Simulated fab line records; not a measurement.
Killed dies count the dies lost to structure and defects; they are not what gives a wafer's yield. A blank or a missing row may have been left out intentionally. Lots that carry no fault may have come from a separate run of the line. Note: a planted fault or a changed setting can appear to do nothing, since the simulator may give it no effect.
Struck lot and sound lot, side by side | flow ritCmos | 17 steps out of a route of 202
Sound: these wafers, L695.1, L695.4, L695.5. Wafers L706.4, L706.5, L706.6 were the ones struck. The cause is named last.
Order at every step that has rows: each side's tool, ch and its chambers, its first start. Under that, the readings that differ: sound wafers | struck wafers | difference of the means | sigmas: that difference in standard deviations of wafers without a fault.
alike: a reading whose means differ by less than 2 such deviations, as well as words and numbers matching on both sides. not compared: withheld readings; readings where some wafer has no value; bounds like >300 that might hide an equal value; numbers whose values overlap and for which the record gives no deviation.
A row with sigmas, a row that says differs or no value, or rows on one side alone: a step with any of these is where the two part. Non-overlapping numbers with no deviation appear without sigmas and do not part them. Lack of a reading on every wafer of one side parts them only where that side has two or more wafers.

first, 1 step without rows for these wafers: RIT_PSD_IMPLANT_08.
RIT_PSD_STRIP_09: strips in O2, time 180 s.
  sound on plasmaAsher-01 ch 0,1, day 4 22:38; struck on plasmaAsher-02 ch 0,1, day 7 09:31
  alike: drypumpMotorCurrentA
  not compared: rfHoursCounterH
RIT_PSD_TW_MEAS_10:
  struck on filmMetro-02, day 7 09:40; sound on filmMetro-04, day 4 22:49
  alike: PSD_TW
then, 3 steps without rows for these wafers: RIT_SDANNEAL_CLEAN_00 (cleans in SC1, time 600 s); RIT_SDANNEAL_CLEAN_01 (cleans in dHF, time 30 s); RIT_SDANNEAL_CLEAN_02 (cleans in SC2, time 600 s).
RIT_SDANNEAL_RTA_03: time 5 s.
  sound on rtpAnneal-01 ch 0, day 4 23:16; struck on rtpAnneal-02 ch 0, day 7 10:05
  alike: wafer_temp_C_max
RIT_SDANNEAL_RS_MEAS_04: measures by four-point-probe.
  struck on filmMetro-01, day 7 10:10; sound on filmMetro-04, day 4 23:20
  alike: PSD_RS
RIT_SDANNEAL_RS_MEAS_05: measures by four-point-probe.
  struck on filmMetro-01, day 7 10:17; sound on filmMetro-04, day 4 23:27
  alike: NSD_RS
RIT_SDANNEAL_RS_MEAS_06: measures by four-point-probe.
  struck on filmMetro-01, day 7 10:25; sound on filmMetro-04, day 4 23:34
  alike: PLDD_RS
RIT_SDANNEAL_RS_MEAS_07: measures by four-point-probe.
  struck on filmMetro-01, day 7 10:32; sound on filmMetro-04, day 4 23:41
  alike: NLDD_RS
then, 1 step without rows for these wafers: RIT_SILICIDE_WET_ETCH_00 (etches SiO2 in BOE, target depth 14 nm, time 15 s).
RIT_SILICIDE_SPUTTER_01: material Ti, target thk 30 nm, time 240 s.
  struck on pvdSputter-01, day 7 10:37; sound on pvdSputter-02, day 4 23:49
reading                                    | sound             | struck            | difference | sigmas
model.Ti_of_SILICIDE_SPUTTER_01.thkNm (nm) | 30.44 30.53 30.22 | 20.86 20.75 21.31 | -9.42      | 
  alike: throttleValvePct
RIT_SILICIDE_RS_MEAS_02: measures by four-point-probe.
  struck on filmMetro-03, day 7 10:49; sound on filmMetro-03, day 4 23:58
reading                 | sound          | struck         | difference | sigmas
SILICIDE_TI_RS (ohm/sq) | 44.3 44.1 44.6 | 71.2 71.5 69.3 | +26.3      | +48
RIT_SILICIDE_THK_MEAS_03: measures by xrf.
  struck on filmMetro-03, day 7 10:55; sound on filmMetro-03, day 5 00:05
reading              | sound          | struck         | difference | sigmas
SILICIDE_TI_THK (nm) | 30.5 30.6 30.2 | 20.9 20.7 21.4 | -9.4       | -29
RIT_SILICIDE_RTA_04: time 10 s, ramp up 5 s, ramp down 5 s.
  sound on rtpAnneal-02 ch 0, day 5 00:09; struck on rtpAnneal-01 ch 0, day 7 10:58
  alike: wafer_temp_C_max
RIT_M1_PROBE_99:
  struck on prober-01, day 7 17:34; sound on prober-01, day 5 06:53
reading                            | sound             | struck            | difference | sigmas
killed_at_M0_to_M3                 | 0 0 0             | 0 1 0             | +0         | +2
model.etest.npolyLine.lineOhmUm    | 168.6 164.9 163.4 | 217.9 216.5 211.5 | +49.7      | 
model.etest.ppolyLine.lineOhmUm    | 159.4 159.4 156.3 | 203.2 204.3 199.4 | +43.9      | 
model.etest.contactNplus.endOhmUm  | 40.24 43.48 43.13 | 32.67 33.51 33.76 | -8.97      | 
model.etest.contactPplus.endOhmUm  | 43.13 43.15 43.58 | 36.62 35.84 37.99 | -6.47      | 
model.etest.ppolyLine.widthNm (nm) | 101.1 102.3 103.7 | 105.5 106.9 108.6 | +4.6       | 
model.etest.npolyLine.widthNm (nm) | 101 101.3 102.3   | 104.7 105.8 106.6 | +4.2       | 
model.etest.npolyLine.rsOhmSq      | 16.91 16.88 16.93 | 22.99 23.06 22.39 | +5.91      | 
model.etest.ppolyLine.rsOhmSq      | 16.3 16.32 16.39  | 21.67 21.82 21.4  | +5.29      | 
  alike: killedAtContacts, killedAtFrontEnd, killedDies, killedOpen, killedShort

== WHERE THEY PART ==
Earliest at RIT_SILICIDE_RS_MEAS_02; latest, in this record, at RIT_M1_PROBE_99.

WHY: what had been put in by the simulator
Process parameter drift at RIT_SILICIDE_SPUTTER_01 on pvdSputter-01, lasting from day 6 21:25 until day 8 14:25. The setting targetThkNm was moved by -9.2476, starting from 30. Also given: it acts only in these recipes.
